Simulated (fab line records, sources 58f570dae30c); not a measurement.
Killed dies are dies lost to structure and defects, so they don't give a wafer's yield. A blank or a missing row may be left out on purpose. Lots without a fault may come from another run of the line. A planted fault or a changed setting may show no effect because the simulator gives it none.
fab line records | flow berkeley_cmos170 | part 1 of 2: steps 1 to 28 of 39
record lots=5 wafers=15 last_day=12
route steps=331 shown ACTIVE@74 PFIELD@79 FIELD@89 SACOX@97 SCREENOX@100 NVT@104
lots that met no fault: from a run of the same line without faults
start_h: hours from the record's first day to the start of the lot's first wafer shown | wait_h: hours since the lot's step before | " the same as in the row above | L1.1+2: a row that stands for several wafers | - no value, or no start given | * or withheld: withheld | < > ~ a bound
route shown NAME@n: a module of which the file shows steps, and the number in the route of the first | usual: mean/standard deviation of fault-free wafers | same: alike in all rows | chamber/n: place in a boat | sites: the reading at each site | _std_site: their standard deviation | _edge_site: outer sites' mean less inner sites' | radius_mm: how far each site lies from the wafer's centre | mask NAME#n: copy n | behind: the tool/chamber that last shaped the wafer | hold: why the lot was held/for how many hours/how that ended | device: the transistor (n, p or np) that didn't switch | end of line: the same wafers' tests at the end of the route | a step without rows: its recipe alone | killed: dies lost to structure and defects at the first sort, not the wafer's yield | map: a wafer's dies, x killed, . not, _ none there
set.NAME: the setting as run; set.NAME@STEP: as run at that earlier step | model.NAME: the simulator's own value behind a step, which no gauge read
lots at some steps of the route; a table a step, a row a wafer
services: from which hour (start_h, from the record's first day; less than 0 if before it) a tool's chamber was out of use, for how many hours, and why
## steps
# step UCB170_ACTIVE_OVL_MEAS_14
# usual ACTIVE_OVL=2/4.7
# columns lot.wafer tool chamber start_h wait_h ACTIVE_OVL[nm]
L076.1 overlay-01 - 84.26 0.1 7
L076.4 " - " " 6
L076.6 " - " " 2
L086.4 overlay-01 - 133.52 0.1 6
L086.5 " - " " 2
L086.6 " - " " 9
L089.2 overlay-02 - 150.79 0.1 -1
L089.3 " - " " -4
L089.5 " - " " -9
L092.1 overlay-01 - 170.13 0.1 0
L092.5 " - " " 1
L092.6 " - " " 3
L097.3 overlay-01 - 204.89 0.1 1
L097.4 " - " " -4
L097.5 " - " " 1
# step UCB170_ACTIVE_ETCH_15
# recipe chemistry=CH3F/Ar/O2 target=Si3N4 stop_on=SiO2 CH3F_flow_sccm=20 Ar_flow_sccm=50 O2_flow_sccm=7 pressure_mtorr=50 rf_w=450 target_depth_a=2420 over_etch_frac=0.1 time_s=151
# usual drypump_motor_current_A=5.8/0.34 oes_product_au=0.945/0.015 throttle_valve_pct=8.07/0.15
# columns lot.wafer tool chamber start_h wait_h drypump_motor_current_A oes_product_au rf_hours_counter_h throttle_valve_pct
L076.1 rie_diel-03 1 84.30 0.0 6.4 0.964 53 8.25
L076.4 " 3 " " 5.3 0.971 14 7.98
L076.6 " 1 " " 6.4 0.968 - 8.25
L086.4 rie_diel-02 0 133.54 0.0 5.9 0.953 30 7.95
L086.5 " 3 " " 6.0 0.967 - 8.13
L086.6 " 2 " " 5.2 0.962 - 7.82
L089.2 rie_diel-01 3 150.82 0.0 5.6 0.958 90 7.98
L089.3 " 2 " " 5.7 0.939 98 8.06
L089.5 " 1 " " 5.7 0.937 - 8.01
L092.1 rie_diel-02 3 170.17 0.0 6.1 0.950 3 8.12
L092.5 " 0 " " 5.9 0.937 - 7.93
L092.6 " 1 " " 6.1 0.961 - 8.07
L097.3 rie_diel-03 2 204.91 0.0 5.5 0.933 11 7.94
L097.4 " 0 " " 5.8 0.924 6 8.32
L097.5 " 3 " " 5.3 0.961 - 7.99
# step UCB170_ACTIVE_STRIP_16
# recipe chemistry=O2 power_w=400 pressure_mtorr=3500 platen_temp_c=withheld o2_flow_sccm=400 overash_fraction=0.5
# usual drypump_motor_current_A=5.8/0.36 oes_product_au=0.722/0.0043 strip_time_to_endpoint_s=17.88/0.075
# columns lot.wafer tool chamber start_h wait_h drypump_motor_current_A oes_product_au rf_hours_counter_h strip_time_to_endpoint_s
L076.1 plasma_asher-02 0 84.40 0.1 5.9 0.720 38 17.96
L076.4 " 0 " " 5.9 0.721 - 17.96
L076.6 " 1 " " 5.6 0.724 - 18.00
L086.4 plasma_asher-04 0 133.68 0.1 6.6 0.727 - 17.96
L086.5 " 1 " " 5.6 0.723 - 17.80
L086.6 " 0 " " 6.5 0.723 - 17.85
L089.2 plasma_asher-01 0 150.93 0.1 5.4 0.723 45 17.92
L089.3 " 0 " " 5.4 0.719 - 17.95
L089.5 " 1 " " 5.7 0.718 - 17.90
L092.1 plasma_asher-04 1 170.27 0.1 5.6 0.715 47 17.78
L092.5 " 0 " " 6.6 0.720 - 17.86
L092.6 " 1 " " 5.5 0.715 - 17.90
L097.3 plasma_asher-01 1 205.05 0.1 5.6 0.723 - 17.86
L097.4 " 0 " " 5.5 0.725 - 17.88
L097.5 " 0 " " 5.5 0.717 - 17.76
# step UCB170_ACTIVE_CD_MEAS_90
# recipe target_cd_nm=1200
# usual cd_nm=1199.6/1.7
# columns lot.wafer tool chamber start_h wait_h cd_nm
L076.1 cd_sem-02 - 84.55 0.1 1200.7
L076.4 " - " " 1200.6
L076.6 " - " " 1200.6
L086.4 cd_sem-01 - 133.88 0.2 1196.1
L086.5 " - " " 1196.4
L086.6 " - " " 1195.2
L089.2 cd_sem-02 - 151.09 0.1 1200.1
L089.3 " - " " 1200.1
L089.5 " - " " 1200.2
L092.1 cd_sem-01 - 170.37 0.1 1198.0
L092.5 " - " " 1200.1
L092.6 " - " " 1200.5
L097.3 cd_sem-02 - 205.15 0.1 1201.7
L097.4 " - " " 1202.0
L097.5 " - " " 1199.5
# step UCB170_ACTIVE_CLEAN_17
# recipe chemistry=SPM temp_c=120 time_s=600
# usual bath_heat_duty_pct=13.0/1.4 temp_c=119.99/0.12
# columns lot.wafer tool chamber start_h wait_h bath_heat_duty_pct temp_c
L076.1 wet_bench-04 1 84.67 0.1 14.3 119.92
L076.4 " 1 " " 13.4 120.01
L076.6 " 1 " " 15.3 119.96
L086.4 wet_bench-04 3 134.18 0.3 14.1 120.04
L086.5 " 3 " " 15.2 120.10
L086.6 " 3 " " 14.3 120.14
L089.2 wet_bench-03 0 151.19 0.1 12.3 119.99
L089.3 " 0 " " 13.0 119.75
L089.5 " 0 " " 13.9 119.87
L092.1 wet_bench-01 2 172.22 1.8 12.2 120.02
L092.5 " 2 " " 11.5 119.85
L092.6 " 2 " " 10.7 119.96
L097.3 wet_bench-04 3 206.93 1.8 14.8 119.88
L097.4 " 3 " " 14.4 119.89
L097.5 " 3 " " 15.7 119.93
# step UCB170_PFIELD_HMDS_00
# recipe prime_time_s=60 prime_temp_c=100
# columns lot.wafer tool chamber start_h wait_h
L076.1+4+6 litho_track-04 0 84.85 0.0
L086.4+5+6 litho_track-02 0 134.81 0.5
L089.2+3+5 litho_track-04 0 151.87 0.5
L092.1+5+6 litho_track-02 0 172.39 0.0
L097.3+4+5 litho_track-02 0 207.33 0.1
# step UCB170_PFIELD_COAT_01
# recipe resist=KrF spin_rpm=1500 resist_thk_nm=900
# usual spin_speed_rpm=1499.8/0.84
# columns lot.wafer tool chamber start_h wait_h spin_speed_rpm
L076.1 litho_track-04 0 85.00 0.1 1500.5
L076.4 " 0 " " 1500.0
L076.6 " 0 " " 1500.9
L086.4 litho_track-02 0 134.96 0.1 1499.4
L086.5 " 0 " " 1499.0
L086.6 " 0 " " 1499.1
L089.2 litho_track-04 0 152.02 0.1 1500.1
L089.3 " 0 " " 1499.9
L089.5 " 0 " " 1500.9
L092.1 litho_track-02 0 172.54 0.1 1500.9
L092.5 " 0 " " 1499.8
L092.6 " 0 " " 1498.4
L097.3 litho_track-02 0 207.48 0.1 1500.1
L097.4 " 0 " " 1499.3
L097.5 " 0 " " 1499.3
# step UCB170_PFIELD_SOFTBAKE_02
# recipe resist=KrF temp_c=130 time_s=60
# usual heater_power_total_W=56.80/0.047
# columns lot.wafer tool chamber start_h wait_h heater_power_total_W
L076.1 litho_track-04 0 85.15 0.1 56.74
L076.4 " 0 " " 56.82
L076.6 " 0 " " 56.78
L086.4 litho_track-02 0 135.11 0.1 56.79
L086.5 " 0 " " 56.79
L086.6 " 0 " " 56.84
L089.2 litho_track-04 0 152.17 0.1 56.82
L089.3 " 0 " " 56.79
L089.5 " 0 " " 56.76
L092.1 litho_track-02 0 172.69 0.1 56.70
L092.5 " 0 " " 56.79
L092.6 " 0 " " 56.81
L097.3 litho_track-02 0 207.63 0.1 56.83
L097.4 " 0 " " 56.71
L097.5 " 0 " " 56.85
# step UCB170_PFIELD_EXPOSE_03
# recipe mask_id=PFIELD na=0.5 sigma_outer=0.6 source_shape=conventional target_cd_nm=1500 dose_mj=30
# same na=0.5
# columns lot.wafer tool chamber start_h wait_h mask
L076.1+4+6 krf_scanner-01 0 85.42 0.2 PFIELD#0
L086.4+5+6 krf_scanner-02 0 135.37 0.2 PFIELD#0
L089.2+3+5 krf_scanner-02 0 152.31 0.1 PFIELD#0
L092.1+5+6 krf_scanner-02 0 173.21 0.5 PFIELD#0
L097.3+4+5 krf_scanner-01 0 207.77 0.1 PFIELD#0
# step UCB170_PFIELD_PEB_04
# recipe peb_temp_c=130 peb_time_s=withheld resist=KrF
# usual heater_power_total_W=56.80/0.046
# columns lot.wafer tool chamber start_h wait_h heater_power_total_W
L076.1 litho_track-02 0 85.54 0.1 56.74
L076.4 " 0 " " 56.81
L076.6 " 0 " " 56.83
L086.4 litho_track-02 0 135.99 0.6 56.79
L086.5 " 0 " " 56.80
L086.6 " 0 " " 56.77
L089.2 litho_track-04 0 153.32 1.0 56.86
L089.3 " 0 " " 56.73
L089.5 " 0 " " 56.79
L092.1 litho_track-01 0 173.34 0.1 56.78
L092.5 " 0 " " 56.76
L092.6 " 0 " " 56.89
L097.3 litho_track-02 0 207.90 0.1 56.77
L097.4 " 0 " " 56.82
L097.5 " 0 " " 56.83
# step UCB170_PFIELD_DEVELOP_05
# recipe developer=TMAH develop_time_s=45 resist=KrF dev_temp_c=21
# usual developer_temp_C=21.00/0.1
# same develop_time_s=45
# columns lot.wafer tool chamber start_h wait_h developer_temp_C
L076.1 litho_track-02 0 - - 20.89
L076.4 " 0 " " 21.03
L076.6 " 0 " " 21.10
L086.4 litho_track-02 0 - - 21.01
L086.5 " 0 " " 20.98
L086.6 " 0 " " 20.87
L089.2 litho_track-04 0 - - 20.87
L089.3 " 0 " " 21.01
L089.5 " 0 " " 21.04
L092.1 litho_track-01 0 - - 21.14
L092.5 " 0 " " 21.14
L092.6 " 0 " " 21.07
L097.3 litho_track-02 0 - - 20.91
L097.4 " 0 " " 20.96
L097.5 " 0 " " 20.96
# step UCB170_PFIELD_OVL_MEAS_06
# usual PFIELD_OVL=1/5.5
# columns lot.wafer tool chamber start_h wait_h PFIELD_OVL[nm]
L076.1 overlay-02 - 85.82 - 0
L076.4 " - " " -2
L076.6 " - " " -6
L086.4 overlay-01 - 136.20 - 2
L086.5 " - " " 9
L086.6 " - " " 6
L089.2 overlay-01 - 153.57 - 9
L089.3 " - " " 4
L089.5 " - " " 3
L092.1 overlay-01 - 173.62 - -3
L092.5 " - " " -6
L092.6 " - " " -10
L097.3 overlay-02 - 208.13 - -2
L097.4 " - " " 1
L097.5 " - " " 6
# step UCB170_PFIELD_IMPLANT_07
# recipe species=B dose_cm2=2e+13 energy_kev=80 tilt_deg=7
# same implant_ion_amu=11
# columns lot.wafer tool chamber start_h wait_h
L076.1+4+6 implanter-02 0 85.85 0.0
L086.4+5+6 implanter-03 0 136.30 0.1
L089.2+3+5 implanter-03 0 153.63 0.0
L092.1+5+6 implanter-04 0 173.65 0.0
L097.3+4+5 implanter-03 0 208.21 0.1
# step UCB170_PFIELD_STRIP_08
# recipe chemistry=O2 power_w=400 pressure_mtorr=3500 platen_temp_c=withheld o2_flow_sccm=400 overash_fraction=0.5
# usual drypump_motor_current_A=5.76/0.24 oes_product_au=0.735/0.0049 strip_time_to_endpoint_s=21.63/0.059
# columns lot.wafer tool chamber start_h wait_h drypump_motor_current_A oes_product_au rf_hours_counter_h strip_time_to_endpoint_s
L076.1 plasma_asher-01 1 86.00 0.1 5.62 0.737 38 21.61
L076.4 " 0 " " 5.45 0.735 - 21.67
L076.6 " 0 " " 5.43 0.738 - 21.57
L086.4 plasma_asher-01 1 136.41 0.1 5.63 0.738 - 21.65
L086.5 " 1 " " 5.64 0.736 - 21.63
L086.6 " 0 " " 5.48 0.728 - 21.65
L089.2 plasma_asher-03 0 153.75 0.1 6.08 0.735 36 21.72
L089.3 " 1 " " 6.06 0.736 - 21.69
L089.5 " 0 " " 6.09 0.737 - 21.72
L092.1 plasma_asher-01 1 173.80 0.1 5.61 0.738 47 21.68
L092.5 " 0 " " 5.46 0.730 - 21.68
L092.6 " 1 " " 5.62 0.728 - 21.64
L097.3 plasma_asher-01 0 208.34 0.1 5.46 0.736 - 21.56
L097.4 " 1 " " 5.63 0.743 - 21.55
L097.5 " 0 " " 5.47 0.726 - 21.65
# step UCB170_PFIELD_TW_MEAS_09
# usual PFIELD_TW=605.9/2.8
# columns lot.wafer tool chamber start_h wait_h PFIELD_TW
L076.1 film_metro-01 - 86.10 0.1 603.7
L076.4 " - " " 606.2
L076.6 " - " " 606.7
L086.4 film_metro-01 - 136.50 0.1 602.7
L086.5 " - " " 601.4
L086.6 " - " " 601.9
L089.2 film_metro-02 - 153.86 0.1 607.4
L089.3 " - " " 612.6
L089.5 " - " " 611.5
L092.1 film_metro-03 - 173.90 0.1 602.9
L092.5 " - " " 606.0
L092.6 " - " " 606.6
L097.3 film_metro-02 - 208.43 0.1 605.7
L097.4 " - " " 603.6
L097.5 " - " " 605.0
# step UCB170_FIELD_CLEAN_00
# recipe chemistry=dHF dilution=25:1 time_s=7.5
# columns lot.wafer tool chamber start_h wait_h
L076.1+4+6 wet_bench-02 3 86.16 0.1
L086.4+5+6 wet_bench-02 1 136.53 0.0
L089.2+3+5 wet_bench-03 3 153.91 0.0
L092.1+5+6 wet_bench-03 3 173.96 0.1
L097.3+4+5 wet_bench-02 1 210.36 1.9
# step UCB170_FIELD_OXIDATION_01
# recipe temp_c=1000 ambient=H2O p_h2o_torr=584.62 target_thk_a=5583 ox_time_s=7200
# columns lot.wafer tool chamber start_h wait_h
L076.1+4+6 furnace-02 0 88.23 2.1
L086.4+5+6 furnace-01 0 138.57 2.0
L089.2+3+5 furnace-02 0 155.54 1.6
L092.1+5+6 furnace-02 0 180.96 7.0
L097.3+4+5 furnace-04 0 212.48 2.1
# step UCB170_FIELD_THK_MEAS_02
# recipe reads=SiO2_of_FIELD_OXIDATION_01
# usual FIELD_OXIDE_THK=562/11
# columns lot.wafer tool chamber start_h wait_h FIELD_OXIDE_THK[nm]
L076.1 film_metro-04 - 91.23 0.0 563
L076.4 " - " " 563
L076.6 " - " " 572
L086.4 film_metro-03 - 141.60 0.0 543
L086.5 " - " " 549
L086.6 " - " " 542
L089.2 film_metro-02 - 158.55 0.0 565
L089.3 " - " " 564
L089.5 " - " " 565
L092.1 film_metro-02 - 183.96 0.0 571
L092.5 " - " " 566
L092.6 " - " " 565
L097.3 film_metro-02 - 215.50 0.0 568
L097.4 " - " " 568
L097.5 " - " " 565
# step UCB170_FIELD_ANNEAL_03
# recipe temp_c=1000 time_s=1200 ambient=N2
# columns lot.wafer tool chamber start_h wait_h
L076.1+4+6 furnace-01 0 92.61 1.4
L086.4+5+6 furnace-02 0 147.44 5.8
L089.2+3+5 furnace-01 0 162.28 3.7
L092.1+5+6 furnace-01 0 187.95 4.0
L097.3+4+5 furnace-04 0 216.88 1.4
# step UCB170_FIELD_WET_ETCH_04
# recipe chemistry=dHF dilution=10:1 target=SiO2 temp_c=25 time_s=60
# usual bath_heat_duty_pct=6.2/0.55 temp_c=25.00/0.096
# columns lot.wafer tool chamber start_h wait_h bath_heat_duty_pct temp_c
L076.1 wet_bench-04 0 93.95 0.0 5.7 25.00
L076.4 " 0 " " 6.8 24.97
L076.6 " 0 " " 5.8 25.02
L086.4 wet_bench-04 0 148.78 0.0 6.4 24.97
L086.5 " 0 " " 6.3 24.97
L086.6 " 0 " " 6.6 24.99
L089.2 wet_bench-02 2 163.62 0.0 6.7 24.88
L089.3 " 2 " " 5.8 24.91
L089.5 " 2 " " 5.9 24.94
L092.1 wet_bench-02 3 189.34 0.1 6.1 24.97
L092.5 " 3 " " 6.1 24.98
L092.6 " 3 " " 6.4 25.02
L097.3 wet_bench-02 2 218.22 0.0 6.1 25.08
L097.4 " 2 " " 6.6 25.07
L097.5 " 2 " " 6.4 25.05
# step UCB170_FIELD_WET_ETCH_05
# recipe chemistry=H3PO4 target=Si3N4 temp_c=160 time_s=12600
# usual bath_heat_duty_pct=26.3/2.2 temp_c=159.95/0.14
# columns lot.wafer tool chamber start_h wait_h bath_heat_duty_pct temp_c
L076.1 wet_bench-04 2 93.97 0.0 24.1 160.06
L076.4 " 2 " " 25.5 159.99
L076.6 " 2 " " 28.1 160.19
L086.4 wet_bench-02 3 148.80 0.0 26.5 159.73
L086.5 " 3 " " 25.9 159.79
L086.6 " 3 " " 25.9 159.78
L089.2 wet_bench-03 3 163.64 0.0 25.4 159.93
L089.3 " 3 " " 23.7 160.06
L089.5 " 3 " " 27.6 159.95
L092.1 wet_bench-02 1 189.36 0.0 27.1 159.94
L092.5 " 1 " " 27.5 159.77
L092.6 " 1 " " 27.5 159.95
L097.3 wet_bench-03 2 218.24 0.0 22.2 159.88
L097.4 " 2 " " 21.6 159.90
L097.5 " 2 " " 21.4 159.94
# step UCB170_FIELD_WET_ETCH_06
# recipe chemistry=BOE dilution=5:1 target=SiO2 temp_c=25 time_s=21.14
# usual bath_heat_duty_pct=6.1/0.53 temp_c=25.01/0.12
# columns lot.wafer tool chamber start_h wait_h bath_heat_duty_pct temp_c
L076.1 wet_bench-02 1 97.48 0.0 7.0 24.97
L076.4 " 1 " " 5.9 24.75
L076.6 " 1 " " 5.9 25.09
L086.4 wet_bench-04 3 152.31 0.0 6.6 25.00
L086.5 " 3 " " 5.7 25.02
L086.6 " 3 " " 6.6 24.91
L089.2 wet_bench-02 3 167.47 0.0 6.1 25.08
L089.3 " 3 " " 5.7 25.14
L089.5 " 3 " " 5.9 25.19
L092.1 wet_bench-02 2 193.24 0.4 6.6 25.00
L092.5 " 2 " " 6.0 24.93
L092.6 " 2 " " 5.8 24.99
L097.3 wet_bench-02 0 221.81 0.1 6.2 24.84
L097.4 " 0 " " 4.9 24.85
L097.5 " 0 " " 5.0 24.80
# step UCB170_FIELD_THK_MEAS_90
# recipe reads=SiO2_of_FIELD_OXIDATION_01
# usual FIELD_OXIDE_LEFT_1_THK=447/11
# columns lot.wafer tool chamber start_h wait_h FIELD_OXIDE_LEFT_1_THK[nm]
L076.1 film_metro-03 - 97.49 0.0 447
L076.4 " - " " 448
L076.6 " - " " 457
L086.4 film_metro-03 - 152.35 0.0 428
L086.5 " - " " 433
L086.6 " - " " 427
L089.2 film_metro-03 - 167.49 0.0 451
L089.3 " - " " 450
L089.5 " - " " 450
L092.1 film_metro-02 - 193.26 0.0 456
L092.5 " - " " 451
L092.6 " - " " 450
L097.3 film_metro-03 - 221.91 0.1 453
L097.4 " - " " 453
L097.5 " - " " 451
# step UCB170_SACOX_CLEAN_00
# recipe chemistry=dHF dilution=25:1 time_s=7.5
# columns lot.wafer tool chamber start_h wait_h
L076.1+4+6 wet_bench-01 3 97.55 0.1
L086.4+5+6 wet_bench-03 3 152.38 0.0
L089.2+3+5 wet_bench-02 0 167.54 0.0
L092.1+5+6 wet_bench-02 0 193.46 0.2
L097.3+4+5 wet_bench-02 0 221.95 0.0
# step UCB170_SACOX_OXIDATION_01
# recipe temp_c=900 ambient=O2 target_thk_a=144 ox_time_s=2400
# columns lot.wafer tool chamber start_h wait_h
L076.1+4+6 furnace-04 0 99.62 2.1
L086.4+5+6 furnace-04 0 155.44 3.0
L089.2+3+5 furnace-02 0 168.33 0.8
L092.1+5+6 furnace-02 0 194.99 1.5
L097.3+4+5 furnace-03 0 223.05 1.1
# step UCB170_SACOX_THK_MEAS_02
# recipe reads=SiO2_of_SACOX_OXIDATION_01
# usual SACOX_OXIDE_THK=14.40/0.25
# columns lot.wafer tool chamber start_h wait_h SACOX_OXIDE_THK[nm]
L076.1 film_metro-01 - 101.29 0.0 14.57
L076.4 " - " " 14.56
L076.6 " - " " 14.71
L086.4 film_metro-04 - 157.14 0.0 14.87
L086.5 " - " " 14.75
L086.6 " - " " 14.77
L089.2 film_metro-01 - 170.00 0.0 13.80
L089.3 " - " " 14.11
L089.5 " - " " 14.10
L092.1 film_metro-01 - 196.66 0.0 14.26
L092.5 " - " " 14.37
L092.6 " - " " 14.29
L097.3 film_metro-02 - 224.80 0.1 14.28
L097.4 " - " " 14.28
L097.5 " - " " 14.36
# step UCB170_SCREENOX_WET_ETCH_00
# recipe chemistry=dHF dilution=25:1 target=SiO2 temp_c=25 time_s=200
# usual bath_heat_duty_pct=6.1/0.53 temp_c=25.01/0.13
# columns lot.wafer tool chamber start_h wait_h bath_heat_duty_pct temp_c
L076.1 wet_bench-02 0 101.35 0.1 6.5 25.07
L076.4 " 0 " " 6.7 24.93
L076.6 " 0 " " 6.3 24.90
L086.4 wet_bench-01 1 157.17 0.0 5.9 25.27
L086.5 " 1 " " 6.5 24.99
L086.6 " 1 " " 5.8 25.05
L089.2 wet_bench-02 2 170.21 0.2 5.8 24.90
L089.3 " 2 " " 6.9 24.87
L089.5 " 2 " " 6.5 24.86
L092.1 wet_bench-02 1 196.72 0.1 6.1 25.03
L092.5 " 1 " " 5.8 25.03
L092.6 " 1 " " 4.9 24.98
L097.3 wet_bench-02 2 224.98 0.2 6.0 25.19
L097.4 " 2 " " 6.1 25.23
L097.5 " 2 " " 6.2 25.33
# step UCB170_SCREENOX_OXIDATION_01
# recipe temp_c=900 ambient=O2 target_thk_a=144 ox_time_s=2400
# columns lot.wafer tool chamber start_h wait_h
L076.1+4+6 furnace-04 0 104.29 2.9
L086.4+5+6 furnace-01 0 160.62 3.4
L089.2+3+5 furnace-04 0 172.24 2.0
L092.1+5+6 furnace-01 0 198.63 1.9
L097.3+4+5 furnace-01 0 225.57 0.5
